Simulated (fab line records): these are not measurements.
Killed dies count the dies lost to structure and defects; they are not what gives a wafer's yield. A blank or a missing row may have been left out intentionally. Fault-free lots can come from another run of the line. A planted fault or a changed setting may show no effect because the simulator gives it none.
One fault seen from 2 desks | flow berkeley cmos170 | only its own numbers are on each desk; what lay behind them is given at the end

== THE TOOL OWNER'S DESK: lpcvd-01 ==
The tool's own readings at UCB170_PWELL_CVD_05 (deposits Si3N4 from SiH2Cl2/NH3, target thk 220 nm, time 3300 s): means of the sampled wafers that have a number, for each lot that ran on this tool. Any lot whose mean is over 4 standard deviations away from the usual mean is out of limits and marked OUT; that distance is given in the brackets.
Columns: A = pressure mtorr at UCB170_PWELL_CVD_05, usual 200.1 mTorr; B = spike tc load C at UCB170_PWELL_CVD_05, usual 825.1 C
lot  | first seen here | A     | B
L168 | day 4 17:12     | 200.8 | 827.1
L169 | day 4 17:12     | 199.6 | 825.3
L170 | day 4 22:38     | 200.1 | 826.6
L171 | day 4 22:38     | 199.8 | 826.6
L173 | day 5 05:39     | 199.9 | 825.4
L174 | day 5 05:39     | 199.8 | 826.4
This desk found nothing out of limits on any of the 6 lots.

== FROM THE METROLOGY DESK ==
What the gauges read for every lot (on any tool): the sampled wafers with a number, averaged. Any lot whose mean is over 4 standard deviations away from the usual mean is out of limits and marked OUT; that distance is given in the brackets.
Columns: A = PWELL_OXIDE_THK at UCB170_PWELL_THK_MEAS_03, usual 26.8 nm; B = PWELL_NITRIDE_THK at UCB170_PWELL_THK_MEAS_06, usual 216.9 nm; C = PWELL_OVL at UCB170_PWELL_OVL_MEAS_13, usual 1 nm; D = ACTIVE_OXIDE_THK at UCB170_ACTIVE_THK_MEAS_03, usual 26.7 nm
lot  | first seen here | A    | B               | C  | D
L164 | day 3 11:29     | 26.5 | 216.2           | 8  | 27.1
L165 | day 3 11:35     | 26.7 | 217.6           | 2  | 26.4
L166 | day 3 20:08     | 26.8 | 218.0           | 5  | 26.6
L168 | day 4 10:35     | 27.7 | 215.7           | -1 | 27.2
L169 | day 4 10:35     | 27.1 | 217.1           | -1 | 27.2
L171 | day 4 17:32     | 26.8 | 220.0           | 10 | 25.7
L170 | day 4 17:33     | 26.9 | 216.5           | -5 | 26.1
L173 | day 5 01:14     | 27.1 | 292.8 (+36) OUT | -1 | -
L174 | day 5 01:15     | 26.4 | 294.8 (+37) OUT | 5  | -
L179 | day 5 15:28     | 26.8 | 217.4           | -4 | 27.7
L178 | day 5 15:32     | 26.3 | 217.7           | 3  | 26.4
L181 | day 5 22:14     | 26.9 | 215.4           | -4 | 26.8
L183 | day 6 10:22     | 26.5 | 214.6           | -5 | 26.5
L185 | day 6 22:40     | 27.6 | 213.0           | 10 | 27.6
This desk reports L173, L174 out of limits; the earliest was L173 at day 5 07:34 (PWELL_NITRIDE_THK at UCB170_PWELL_THK_MEAS_06). L164, L165, L166, L168, L169, L171, L170, L179, L178, L181, L183, L185: within limits.

== TAKEN TOGETHER ==
The metrology desk could have raised an alarm at day 5 07:34, on L173, L174.
The tool owner's desk saw nothing out of limits.
Tool owner's desk: L173, L174 on record, inside its limits.
On lpcvd-01, each named lot ran UCB170_PWELL_CVD_05.

== WHAT WAS PUT IN BY THE SIMULATOR ==
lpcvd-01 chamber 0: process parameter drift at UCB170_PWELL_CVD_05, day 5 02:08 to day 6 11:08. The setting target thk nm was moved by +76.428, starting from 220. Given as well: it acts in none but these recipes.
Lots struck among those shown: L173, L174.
Per desk, hours elapsed from the start of the fault to the first reading out of limits: for the metrology desk, 5.
